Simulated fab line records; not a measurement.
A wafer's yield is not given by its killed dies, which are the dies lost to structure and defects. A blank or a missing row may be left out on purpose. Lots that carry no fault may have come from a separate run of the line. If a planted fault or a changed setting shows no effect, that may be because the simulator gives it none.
Matching of chambers || flow rit cmos || RIT_ACTIVE_ETCH_13 on rie diel-04 has 4 sister chambers
The step etches Si3N4 in SF6, stops on SiO2, time 210 s, target depth 210 nm. 8 wafers are shown with their chamber, then 7 later ones without.

## WAFERS WITH THEIR CHAMBER
{"wafer": "L541.2", "chamber": 2, "throttle valve pct (%)": 7.48, "drypump motor current A (A)": 5.5}
{"wafer": "L543.1", "chamber": 3, "throttle valve pct (%)": 7.48, "drypump motor current A (A)": 6.0}
{"wafer": "L543.4", "chamber": 1, "throttle valve pct (%)": 7.45, "drypump motor current A (A)": 5.8}
{"wafer": "L543.6", "chamber": 1, "throttle valve pct (%)": 7.45, "drypump motor current A (A)": 5.8}
{"wafer": "L544.1", "chamber": 3, "throttle valve pct (%)": 7.49, "drypump motor current A (A)": 6.0}
{"wafer": "L544.6", "chamber": 0, "throttle valve pct (%)": 7.65, "drypump motor current A (A)": 6.3}
{"wafer": "L550.2", "chamber": 2, "throttle valve pct (%)": 7.47, "drypump motor current A (A)": 5.4}
{"wafer": "L550.3", "chamber": 0, "throttle valve pct (%)": 7.66, "drypump motor current A (A)": 6.2}

## WAFERS WITH NO CHAMBER GIVEN
{"wafer": "L550.6", "throttle valve pct (%)": 7.49, "drypump motor current A (A)": 5.5}
{"wafer": "L552.2", "throttle valve pct (%)": 7.65, "drypump motor current A (A)": 6.3}
{"wafer": "L552.3", "throttle valve pct (%)": 7.48, "drypump motor current A (A)": 5.5}
{"wafer": "L552.4", "throttle valve pct (%)": 7.47, "drypump motor current A (A)": 5.8}
{"wafer": "L556.2", "throttle valve pct (%)": 7.66, "drypump motor current A (A)": 6.3}
{"wafer": "L556.3", "throttle valve pct (%)": 7.47, "drypump motor current A (A)": 5.8}
{"wafer": "L556.4", "throttle valve pct (%)": 7.48, "drypump motor current A (A)": 6.0}

## CHAMBER TAKEN BY EACH
{"wafer": "L550.6", "from the rows above": 2, "in truth": 2}
{"wafer": "L552.2", "from the rows above": 0, "in truth": 0}
{"wafer": "L552.3", "from the rows above": 2, "in truth": 2}
{"wafer": "L552.4", "from the rows above": "can't be placed: 1 or 3", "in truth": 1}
{"wafer": "L556.2", "from the rows above": 0, "in truth": 0}
{"wafer": "L556.3", "from the rows above": "can't be placed: 1 or 3", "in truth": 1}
{"wafer": "L556.4", "from the rows above": 3, "in truth": 3}
Placed correctly: 5 of 7. These rows do not allow placing 2 (true chamber among the candidates in 2). Number placed wrongly: 0.
How it was worked out, from the rows above alone: a wafer's distance from a chamber is the root of the sum, over the readings, of the square of ((its reading less the chamber's mean) divided by the reading's scatter). The wafer belongs to the nearest chamber; if the next one is less than 2 further off, it can't be placed. A chamber's mean is the mean of its shown wafers. The scatter is the square root of a quotient: the sum, over the shown wafers, of each reading's squared deviation from its chamber's mean, divided by wafers minus chambers.
